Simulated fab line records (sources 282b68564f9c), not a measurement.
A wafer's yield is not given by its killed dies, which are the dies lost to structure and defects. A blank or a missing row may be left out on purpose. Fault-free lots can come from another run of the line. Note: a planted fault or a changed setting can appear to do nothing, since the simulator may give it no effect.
fab line records	flow ritCmos
record lots=16	wafers=48	lastDay=7
route steps=202 shown ACTIVE@12 PWELL@42 REOX@102 CONTACT@169 M1@202
lots that met no fault: taken from a fault-free run of the same line
startH: the number of hours between the record's first day and the start of the first shown wafer of the lot	waitH: time in hours since the lot's previous step	" same as the row above	L1.1+2: one row covering several wafers at once	- no value, or no start was given	* or withheld: withheld	< > ~ a bound
route shown NAME@n: names a module that has steps shown in the file, with the first one's number in the route	usual: mean and standard deviation over wafers with no fault	same: alike in all rows	chamber/n: place in a boat	sites: the reading at each site	_std_site: how widely they spread, as a standard deviation	_edge_site: outer sites' mean less inner sites'	radiusMm: how far each site lies from the wafer's centre	mask NAME#n: copy n	behind: tool/chamber where the wafer was last shaped	hold: the reason the lot was held/the length of the hold in hours/how it ended	device: which transistor (n, p or np) failed to switch	end of line: tests run on the same wafers once the route is complete	a step given without rows: its recipe and nothing more	killed: count of dies lost to structure and defects at first sort (not the wafer's yield)	map: the dies of a wafer, with x for killed, . for not killed, _ for no die there
set.NAME: setting as actually run; set.NAME@STEP: the setting as run at that earlier step	model.NAME: the simulator's own value behind a step, which no gauge read
one table for each step of the route and one row for each wafer, over a sample of lots
services: the hour from which a tool's chamber was out of use, counted from the record's first day as startH (under 0 if before that day), plus the number of hours and why
## steps
# step RIT_ACTIVE_CD_MEAS_11
# recipe targetCdNm=1400
# usual cdNm=1399.8/2.5
lot.wafer	tool	chamber	startH	waitH	cdNm
L433.1	cdSem-01	-	19.44	-	1401.5
L433.3	"	-	"	"	1401.2
L433.6	"	-	"	"	1402.7
L434.1	cdSem-01	-	24.67	-	1400.9
L434.2	"	-	"	"	1402.1
L434.4	"	-	"	"	1402.3
L435.2	cdSem-01	-	29.77	-	1396.6
L435.3	"	-	"	"	1396.1
L435.5	"	-	"	"	1397.4
L436.1	cdSem-01	-	35.36	-	1395.2
L436.5	"	-	"	"	1396.0
L436.6	"	-	"	"	1393.9
L438.1	cdSem-02	-	45.82	-	1395.9
L438.3	"	-	"	"	1392.9
L438.6	"	-	"	"	1397.4
L439.1	cdSem-02	-	51.29	-	1402.4
L439.5	"	-	"	"	1400.5
L439.6	"	-	"	"	1401.5
L442.2	cdSem-02	-	64.86	-	1401.2
L442.3	"	-	"	"	1400.2
L442.4	"	-	"	"	1401.5
L443.2	cdSem-02	-	73.30	-	1401.3
L443.5	"	-	"	"	1400.3
L443.6	"	-	"	"	1401.6
L444.3	cdSem-02	-	75.65	-	1401.7
L444.5	"	-	"	"	1400.2
L444.6	"	-	"	"	1399.7
L445.2	cdSem-01	-	81.25	-	1399.7
L445.4	"	-	"	"	1398.1
L445.5	"	-	"	"	1399.6
L446.1	cdSem-02	-	85.17	-	1402.1
L446.5	"	-	"	"	1398.2
L446.6	"	-	"	"	1398.3
L447.1	cdSem-02	-	90.86	-	1402.2
L447.4	"	-	"	"	1400.6
L447.5	"	-	"	"	1397.8
L448.2	cdSem-01	-	95.45	-	1400.9
L448.3	"	-	"	"	1399.6
L448.4	"	-	"	"	1402.4
L449.3	cdSem-01	-	100.51	-	1397.0
L449.5	"	-	"	"	1396.9
L449.6	"	-	"	"	1396.7
L452.1	cdSem-01	-	115.27	-	1401.0
L452.4	"	-	"	"	1399.9
L452.6	"	-	"	"	1400.0
L453.2	cdSem-02	-	119.58	-	1402.1
L453.5	"	-	"	"	1400.5
L453.6	"	-	"	"	1401.6
# step RIT_PWELL_EXPOSE_03
# recipe maskId=M3	na=0.57	targetCdNm=43700	doseMj=250
lot.wafer	tool	chamber	startH	waitH	mask
L433.1+3+6	ilineStepper-01	0	27.40	0.2	M3#0
L434.1+2+4	ilineStepper-02	0	34.36	0.2	M3#0
L435.2+3+5	ilineStepper-02	0	38.28	0.1	M3#0
L436.1+5+6	ilineStepper-02	0	42.91	0.1	M3#0
L438.1+3+6	ilineStepper-02	0	52.99	0.1	M3#0
L439.1+5+6	ilineStepper-01	0	58.35	0.2	M3#0
L442.2+3+4	ilineStepper-02	0	78.30	0.2	M3#0
L443.2+5+6	ilineStepper-02	0	81.91	0.1	M3#0
L444.3+5+6	ilineStepper-01	0	82.72	0.2	M3#0
L445.2+4+5	ilineStepper-01	0	88.93	0.1	M3#0
L446.1+5+6	ilineStepper-02	0	95.19	0.2	M3#0
L447.1+4+5	ilineStepper-02	0	98.00	0.1	M3#0
L448.2+3+4	ilineStepper-01	0	103.13	0.2	M3#0
L449.3+5+6	ilineStepper-01	0	109.34	0.1	M3#0
L452.1+4+6	ilineStepper-02	0	122.24	0.2	M3#0
L453.2+5+6	ilineStepper-02	0	129.00	0.1	M3#0
# step RIT_PWELL_OVL_MEAS_06
# usual PWELL_OVL=-0.5/1.2
lot.wafer	tool	chamber	startH	waitH	PWELL_OVL[nm]
L433.1	overlay-02	-	27.83	-	-0.1
L433.3	"	-	"	"	0.3
L433.6	"	-	"	"	0.6
L434.1	overlay-01	-	34.79	-	0.3
L434.2	"	-	"	"	1.9
L434.4	"	-	"	"	-0.2
L435.2	overlay-01	-	38.71	-	-1.8
L435.3	"	-	"	"	-3.1
L435.5	"	-	"	"	-2.0
L436.1	overlay-01	-	43.34	-	-1.1
L436.5	"	-	"	"	0.0
L436.6	"	-	"	"	-0.4
L438.1	overlay-01	-	53.42	-	-1.7
L438.3	"	-	"	"	-1.6
L438.6	"	-	"	"	-1.9
L439.1	overlay-01	-	58.78	-	-2.8
L439.5	"	-	"	"	-1.7
L439.6	"	-	"	"	-1.4
L442.2	overlay-01	-	78.71	-	-1.4
L442.3	"	-	"	"	-2.3
L442.4	"	-	"	"	-2.4
L443.2	overlay-02	-	82.32	-	-0.7
L443.5	"	-	"	"	-0.4
L443.6	"	-	"	"	0.4
L444.3	overlay-01	-	83.12	-	-0.7
L444.5	"	-	"	"	1.3
L444.6	"	-	"	"	-0.5
L445.2	overlay-02	-	89.35	-	0.4
L445.4	"	-	"	"	0.1
L445.5	"	-	"	"	-0.2
L446.1	overlay-01	-	95.62	-	5.0
L446.5	"	-	"	"	4.3
L446.6	"	-	"	"	4.6
L447.1	overlay-02	-	98.43	-	3.7
L447.4	"	-	"	"	2.7
L447.5	"	-	"	"	2.2
L448.2	overlay-02	-	103.55	-	-2.5
L448.3	"	-	"	"	-0.3
L448.4	"	-	"	"	-1.1
L449.3	overlay-02	-	109.75	-	-2.1
L449.5	"	-	"	"	-1.6
L449.6	"	-	"	"	-2.0
L452.1	overlay-01	-	122.67	-	5.9
L452.4	"	-	"	"	4.2
L452.6	"	-	"	"	4.3
L453.2	overlay-02	-	129.42	-	4.9
L453.5	"	-	"	"	6.4
L453.6	"	-	"	"	6.9
# step RIT_REOX_THK_MEAS_04
# recipe reads=SiO2_of_REOX_OXIDATION_03
# usual REOX_OXIDE_THK=26.3/0.47
lot.wafer	tool	chamber	startH	waitH	REOX_OXIDE_THK[nm]
L433.1	filmMetro-04	-	45.70	0.0	26.1
L433.3	"	-	"	"	26.4
L433.6	"	-	"	"	26.2
L434.1	filmMetro-03	-	53.37	0.0	26.4
L434.2	"	-	"	"	26.5
L434.4	"	-	"	"	26.5
L435.2	filmMetro-04	-	57.21	0.0	26.8
L435.3	"	-	"	"	26.9
L435.5	"	-	"	"	26.6
L436.1	filmMetro-02	-	62.22	0.0	26.0
L436.5	"	-	"	"	25.8
L436.6	"	-	"	"	25.9
L438.1	filmMetro-02	-	73.44	0.0	26.1
L438.3	"	-	"	"	25.9
L438.6	"	-	"	"	25.7
L439.1	filmMetro-04	-	80.86	0.0	26.2
L439.5	"	-	"	"	26.0
L439.6	"	-	"	"	25.9
L442.2	filmMetro-03	-	98.56	0.0	26.0
L442.3	"	-	"	"	26.2
L442.4	"	-	"	"	26.2
L443.2	filmMetro-02	-	103.49	0.0	27.0
L443.5	"	-	"	"	27.2
L443.6	"	-	"	"	27.4
L444.3	filmMetro-03	-	103.50	0.0	26.7
L444.5	"	-	"	"	26.6
L444.6	"	-	"	"	26.9
L445.2	filmMetro-02	-	110.47	0.0	26.6
L445.4	"	-	"	"	26.7
L445.5	"	-	"	"	27.0
L446.1	filmMetro-04	-	117.04	0.0	25.9
L446.5	"	-	"	"	25.3
L446.6	"	-	"	"	25.8
L447.1	filmMetro-03	-	117.04	0.0	25.7
L447.4	"	-	"	"	25.9
L447.5	"	-	"	"	25.2
L448.2	filmMetro-04	-	122.23	0.0	25.6
L448.3	"	-	"	"	25.8
L448.4	"	-	"	"	26.0
L449.3	filmMetro-02	-	131.58	0.0	25.8
L449.5	"	-	"	"	25.7
L449.6	"	-	"	"	26.0
L452.1	filmMetro-04	-	145.78	0.0	25.9
L452.4	"	-	"	"	26.0
L452.6	"	-	"	"	26.2
L453.2	filmMetro-03	-	150.28	0.0	25.6
L453.5	"	-	"	"	26.0
L453.6	"	-	"	"	25.6
# step RIT_CONTACT_THK_MEAS_01
# recipe reads=SiO2_of_CONTACT_CVD_00
# usual CONTACT_TEOS_THK=399/5
lot.wafer	tool	chamber	startH	waitH	CONTACT_TEOS_THK[nm]
L433.1	filmMetro-03	-	57.99	0.0	401
L433.3	"	-	"	"	399
L433.6	"	-	"	"	394
L434.1	filmMetro-02	-	63.93	0.0	405
L434.2	"	-	"	"	398
L434.4	"	-	"	"	408
L435.2	filmMetro-04	-	67.26	0.0	397
L435.3	"	-	"	"	392
L435.5	"	-	"	"	403
L436.1	filmMetro-03	-	73.14	0.0	389
L436.5	"	-	"	"	396
L436.6	"	-	"	"	395
L438.1	filmMetro-02	-	83.72	0.0	399
L438.3	"	-	"	"	401
L438.6	"	-	"	"	406
L439.1	filmMetro-04	-	90.97	0.0	390
L439.5	"	-	"	"	400
L439.6	"	-	"	"	394
L442.2	filmMetro-04	-	108.57	0.0	395
L442.3	"	-	"	"	391
L442.4	"	-	"	"	401
L443.2	filmMetro-04	-	113.61	0.0	399
L443.5	"	-	"	"	403
L443.6	"	-	"	"	408
L444.3	filmMetro-04	-	115.92	0.0	395
L444.5	"	-	"	"	402
L444.6	"	-	"	"	400
L445.2	filmMetro-04	-	121.28	0.0	397
L445.4	"	-	"	"	404
L445.5	"	-	"	"	399
L447.1	filmMetro-04	-	127.52	0.0	399
L447.4	"	-	"	"	403
L447.5	"	-	"	"	397
L446.1	filmMetro-02	-	128.14	0.0	391
L446.5	"	-	"	"	399
L446.6	"	-	"	"	398
L448.2	filmMetro-04	-	132.42	0.0	398
L448.3	"	-	"	"	391
L448.4	"	-	"	"	399
L449.3	filmMetro-04	-	141.69	0.0	394
L449.5	"	-	"	"	404
L449.6	"	-	"	"	410
L452.1	filmMetro-03	-	155.78	0.0	400
L452.4	"	-	"	"	411
L452.6	"	-	"	"	408
L453.2	filmMetro-03	-	161.63	0.0	399
L453.5	"	-	"	"	406
L453.6	"	-	"	"	404
# step RIT_M1_PROBE_99
# usual killedAtContacts=0.1/0.34	killedAtFrontEnd=6.6/2.7	killedDies=6.7/2.7	killedOpen=3.5/1.9	killedShort=3.1/1.8
# same grossDies=264	killed_at_M0_to_M3=0	killed_at_M4_up=0	killedAtBackSide=0	killedAtOther=0
lot.wafer	tool	chamber	startH	waitH	killedAtContacts	killedAtFrontEnd	killedDies	killedOpen	killedShort
L442.2	prober-01	-	115.00	0.1	0	6	6	2	4
L442.3	prober-01	-	115.05	0.2	0	5	5	3	2
L442.4	prober-01	-	115.10	0.2	0	6	6	5	1
L443.2	prober-02	-	120.01	0.1	0	5	5	1	4
L443.5	prober-02	-	120.16	0.2	0	5	5	2	3
L443.6	prober-02	-	120.21	0.2	0	6	6	4	2
L444.3	prober-01	-	122.73	0.2	0	10	10	5	5
L444.5	prober-01	-	122.83	0.2	1	6	7	3	4
L444.6	prober-01	-	122.88	0.2	0	8	8	3	5
L445.2	prober-02	-	127.69	0.1	1	3	4	1	3
L445.4	prober-02	-	127.79	0.2	0	4	4	2	2
L445.5	prober-02	-	127.84	0.2	0	5	5	4	1
L448.2	prober-01	-	138.73	0.1	0	6	6	4	2
L448.3	prober-01	-	138.78	0.2	0	7	7	1	6
L448.4	prober-01	-	138.83	0.2	0	6	6	4	2
L453.2	prober-02	-	168.25	0.1	0	11	11	4	7
L453.5	prober-02	-	168.40	0.2	0	4	4	1	3
L453.6	prober-02	-	168.45	0.2	0	6	6	2	4
# killed by level:class
L442.2 GATE:geometricParticle:short=2 SPACER:geometricParticle:open=2 REOX:geometricParticle:short=1 SILICIDE:geometricParticle:short=1
L442.3 GATE:geometricParticle:open=2 GATE:geometricParticle:short=1 SPACER:geometricParticle:open=1 REOX:geometricParticle:short=1
L442.4 FOX2:geometricParticle:open=2 GATE:geometricParticle:open=2 REOX:geometricParticle:short=1 REOX:geometricParticle:open=1
L443.2 GATE:geometricParticle:short=2 FOX1:geometricParticle:short=1 REOX:geometricParticle:open=1 SILICIDE:geometricParticle:short=1
L443.5 SPACER:geometricParticle:short=2 GATE:geometricParticle:short=1 REOX:geometricParticle:open=1 SILICIDE:geometricParticle:open=1
L443.6 GATE:geometricParticle:open=3 SILICIDE:geometricParticle:short=2 SPACER:geometricParticle:open=1
L444.3 GATE:geometricParticle:open=2 SPACER:geometricParticle:short=2 SPACER:geometricParticle:open=2 FOX1:geometricParticle:short=1 GATE:geometricParticle:short=1 REOX:geometricParticle:open=1 SILICIDE:geometricParticle:short=1
L444.5 SPACER:geometricParticle:open=2 FOX1:geometricParticle:open=1 FOX1:geometricParticle:short=1 FOX2:geometricParticle:short=1 SPACER:geometricParticle:short=1 CONTACT:geometricParticle:short=1
L444.6 GATE:geometricParticle:short=2 GATE:geometricParticle:open=2 ACTIVE:geometricParticle:open=1 FOX2:geometricParticle:short=1 REOX:geometricParticle:short=1 SPACER:geometricParticle:short=1
L445.2 GATE:geometricParticle:short=1 SILICIDE:geometricParticle:short=1 SPACER:geometricParticle:short=1 CONTACT:geometricParticle:open=1
L445.4 GATE:geometricParticle:open=2 FOX2:geometricParticle:short=1 SPACER:geometricParticle:short=1
L445.5 GATE:geometricParticle:open=3 GATE:geometricParticle:short=1 SILICIDE:geometricParticle:open=1
L448.2 GATE:geometricParticle:short=2 FOX2:geometricParticle:open=1 GATE:geometricParticle:open=1 SPACER:geometricParticle:open=1 SILICIDE:geometricParticle:open=1
L448.3 GATE:geometricParticle:short=4 GATE:geometricParticle:open=1 SPACER:geometricParticle:short=1 SILICIDE:geometricParticle:short=1
L448.4 FOX1:geometricParticle:open=2 GATE:geometricParticle:short=2 FOX2:geometricParticle:open=1 GATE:geometricParticle:open=1
L453.2 GATE:geometricParticle:short=2 GATE:geometricParticle:open=2 SPACER:geometricParticle:open=2 FOX1:geometricParticle:short=1 FOX2:geometricParticle:short=1 REOX:geometricParticle:short=1 SPACER:geometricParticle:short=1 SILICIDE:geometricParticle:short=1
L453.5 GATE:geometricParticle:short=2 FOX2:geometricParticle:short=1 GATE:geometricParticle:open=1
L453.6 GATE:geometricParticle:short=3 FOX2:geometricParticle:open=2 REOX:geometricParticle:short=1
## services
tool	chamber	startH	hours	kind
ilineStepper-01	-	8.59	2.1	pm
ilineStepper-01	-	10.67	-	consumableReplace:lamp
ilineStepper-02	-	21.18	5.7	repair
ilineStepper-02	-	54.26	1.7	pm
ilineStepper-01	-	127.65	1.7	pm
## key
firstSign step=RIT_PWELL_OVL_MEAS_06	reading=PWELL_OVL	direction=up	sigmas=4.2	usual=-0.5	struck=4.6
effect none on later readings
metAt RIT_PWELL_EXPOSE_03
struckLots L446,L447,L452,L453
testerLeftOut L446,L447,L452,L453
notActingAt RIT_ACTIVE_CD_MEAS_11,RIT_REOX_THK_MEAS_04,RIT_CONTACT_THK_MEAS_01
onsetBetween 81.91 95.19
fault kind=scannerMatchingOverlay	tool=ilineStepper-02	chamber=-	onsetH=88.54	steps=RIT_PWELL_EXPOSE_03	offset=4.7433
# testerLeftOut: of these lots the tester's yield and bins aren't shown, on N5 and GAA mostly nor the transistor test; their killed dies are dies lost to structure and defects alone, not to doping, threshold or leakage, so they don't give the yield
